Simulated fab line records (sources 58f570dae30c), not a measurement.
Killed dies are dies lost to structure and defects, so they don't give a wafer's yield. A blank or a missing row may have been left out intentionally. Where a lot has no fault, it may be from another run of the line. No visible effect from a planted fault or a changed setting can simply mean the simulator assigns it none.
2 desks looking at one fault :: flow berkeleyCmos170 :: what lay behind the numbers comes last; until then each desk has only its own

== THE METROLOGY DESK ==
Means of the sampled wafers that have a number, per lot and without regard to the tool the lot ran on: this is what the gauges read. Marked OUT: a lot whose mean sits more than 4 standard deviations from the usual mean, which makes it out of limits; the brackets give that distance.
Columns: A = M1_OVL at UCB170_M1_OVL_MEAS_10, usual -3 nm; B = cdNm at UCB170_V1_CD_MEAS_12, usual 699.6 nm; C = V2_TEOS_THK at UCB170_V2_THK_MEAS_01, usual 1979 nm
lot: L321
first seen here: day 8 15:06
A: -2
B: 700.6
C: 1973

lot: L323
first seen here: day 8 15:46
A: -5
B: 701.2
C: 1961

lot: L325
first seen here: day 9 14:47
A: -1
B: 700.8
C: 1970

lot: L324
first seen here: day 9 15:07
A: -4
B: 701.2
C: 1968

lot: L333
first seen here: day 11 20:56
A: -0
B: 700.4
C: 3103 (+39) OUT

lot: L331
first seen here: day 11 22:03
A: -11
B: 699.2
C: 3082 (+38) OUT

lot: L334
first seen here: day 11 22:40
A: -4
B: 699.7
C: 1969

lot: L337
first seen here: day 12 15:25
A: -10
B: 700.1
C: 1970

lot: L336
first seen here: day 12 16:05
A: -2
B: 701.4
C: 1960

lot: L338
first seen here: day 12 23:11
A: -8
B: 696.5
C: 1969

lot: L339
first seen here: day 13 01:28
A: -5
B: 699.3
C: 1983

lot: L340
first seen here: day 13 06:43
A: -2
B: 698.2
C: 2000

lot: L341
first seen here: day 13 07:13
A: -4
B: 700.9
C: 1999

lot: L342
first seen here: day 13 19:51
A: -1
B: 699.4
C: 1975
This desk's finding: out of limits on L331, L333; first on L333, day 12 05:11 (V2_TEOS_THK at UCB170_V2_THK_MEAS_01). Within limits: L321, L323, L325, L324, L334, L337, L336, L338, L339, L340, L341, L342.

== AT THE TOOL OWNER'S DESK: pecvd-02 ==
The tool's own readings at UCB170_V2_CVD_00 (deposits SiO2 from TEOS/O2, target thk 2000 nm, time 250 s): means of the sampled wafers that have a number, for each lot that ran on this tool. Marked OUT: a lot whose mean sits more than 4 standard deviations from the usual mean, which makes it out of limits; the brackets give that distance.
Columns: A = heaterPowerW at UCB170_V2_CVD_00, usual 237 W; B = susceptorTempC at UCB170_V2_CVD_00, usual 390.02 C
lot: L321
first seen here: day 8 21:52
A: 226
B: 390.06

lot: L323
first seen here: day 8 23:49
A: 238
B: 390.00

lot: L325
first seen here: day 9 21:37
A: 225
B: 389.92

lot: L333
first seen here: day 12 05:01
A: 239
B: 389.94

lot: L331
first seen here: day 12 06:09
A: 204
B: 389.80
Finding of this desk: none of the 5 lots has anything out of limits.

== BROUGHT TOGETHER ==
Metrology desk: alarm possible at day 12 05:11 on L331, L333.
The desk of the tool owner found nothing out of limits.
Tool owner's desk: L331, L333 on record, inside its limits.
All the named lots went through UCB170_V2_CVD_00 on pecvd-02.

== WHAT THE SIMULATOR PUT IN ==
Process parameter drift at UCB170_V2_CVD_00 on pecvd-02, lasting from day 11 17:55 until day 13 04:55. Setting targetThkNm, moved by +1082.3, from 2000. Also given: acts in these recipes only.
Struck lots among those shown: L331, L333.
Delay in hours, fault start to first out-of-limits reading, per desk: metrology desk 11.
